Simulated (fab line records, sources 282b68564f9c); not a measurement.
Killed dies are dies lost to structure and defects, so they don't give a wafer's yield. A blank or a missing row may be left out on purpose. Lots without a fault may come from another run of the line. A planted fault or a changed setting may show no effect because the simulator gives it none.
One fault seen from 2 desks | flow rit_cmos | each desk has only its own numbers; what lay behind them comes last

THE TOOL OWNER'S DESK: lpcvd-02
The tool's own readings at RIT_GATE_CVD_08 (deposits poly-Si from SiH4, target thk 250 nm, time 2220 s): means of the sampled wafers that have a number, for each lot that ran on this tool. A lot is out of limits, marked OUT, if its mean lies more than 4 standard deviations from the usual mean; the brackets give that distance.
Columns: A = sih4_flow_sccm at RIT_GATE_CVD_08, usual 100.04 sccm; B = susceptor_temp_C at RIT_GATE_CVD_08, usual 609.99 C
lot  | first seen here | A      | B
L111 | day 3 00:52     | 99.96  | 610.13
L112 | day 3 05:43     | 100.25 | 609.76
L115 | day 3 21:02     | 99.91  | 610.07
L118 | day 4 11:47     | 100.24 | 609.98
L121 | day 5 03:01     | 100.29 | 609.93
L123 | day 5 16:14     | 99.88  | 609.76
This desk's finding: nothing out of limits on any of the 6 lots.

THE METROLOGY DESK
What the gauges read, lot by lot, whatever tool the lot ran on: means of the sampled wafers that have a number. A lot is out of limits, marked OUT, if its mean lies more than 4 standard deviations from the usual mean; the brackets give that distance.
Columns: A = FIELD_OXIDE_LEFT_1_THK at RIT_FOX2_THK_MEAS_90, usual 325 nm; B = GATE_POLY_THK at RIT_GATE_THK_MEAS_09, usual 249.7 nm
lot  | first seen here | A   | B
L108 | day 1 19:19     | 319 | 246.9
L109 | day 2 00:16     | 328 | 254.1
L110 | day 2 06:04     | 328 | 248.4
L111 | day 2 11:01     | 313 | 253.3
L112 | day 2 15:24     | 323 | 249.0
L114 | day 3 01:22     | 321 | 249.8
L115 | day 3 06:54     | 322 | 248.2
L117 | day 3 17:35     | 335 | 252.4
L118 | day 3 22:02     | 331 | 251.7
L119 | day 4 02:14     | 323 | 254.1
L121 | day 4 12:20     | 320 | 261.7 (+4.3) OUT
L123 | day 5 00:29     | 324 | 263.9 (+5.1) OUT
L128 | day 6 01:50     | 328 | 246.6
L131 | day 6 16:41     | 324 | 252.1
This desk's finding: out of limits on L121, L123; first on L121, day 5 04:39 (GATE_POLY_THK at RIT_GATE_THK_MEAS_09). In limits: L108, L109, L110, L111, L112, L114, L115, L117, L118, L119, L128, L131.

PUT TOGETHER
The metrology desk could have raised an alarm at day 5 04:39, on L121, L123.
The tool owner's desk saw nothing out of limits.
The tool owner's desk has L121, L123 on record, within its limits.
Of the lots named, all ran RIT_GATE_CVD_08 on lpcvd-02.

WHAT THE SIMULATOR HAD PUT IN
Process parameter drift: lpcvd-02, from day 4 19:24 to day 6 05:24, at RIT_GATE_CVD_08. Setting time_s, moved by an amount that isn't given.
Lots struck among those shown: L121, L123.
Hours from the fault's start to each desk's first reading out of limits: the metrology desk, 9.
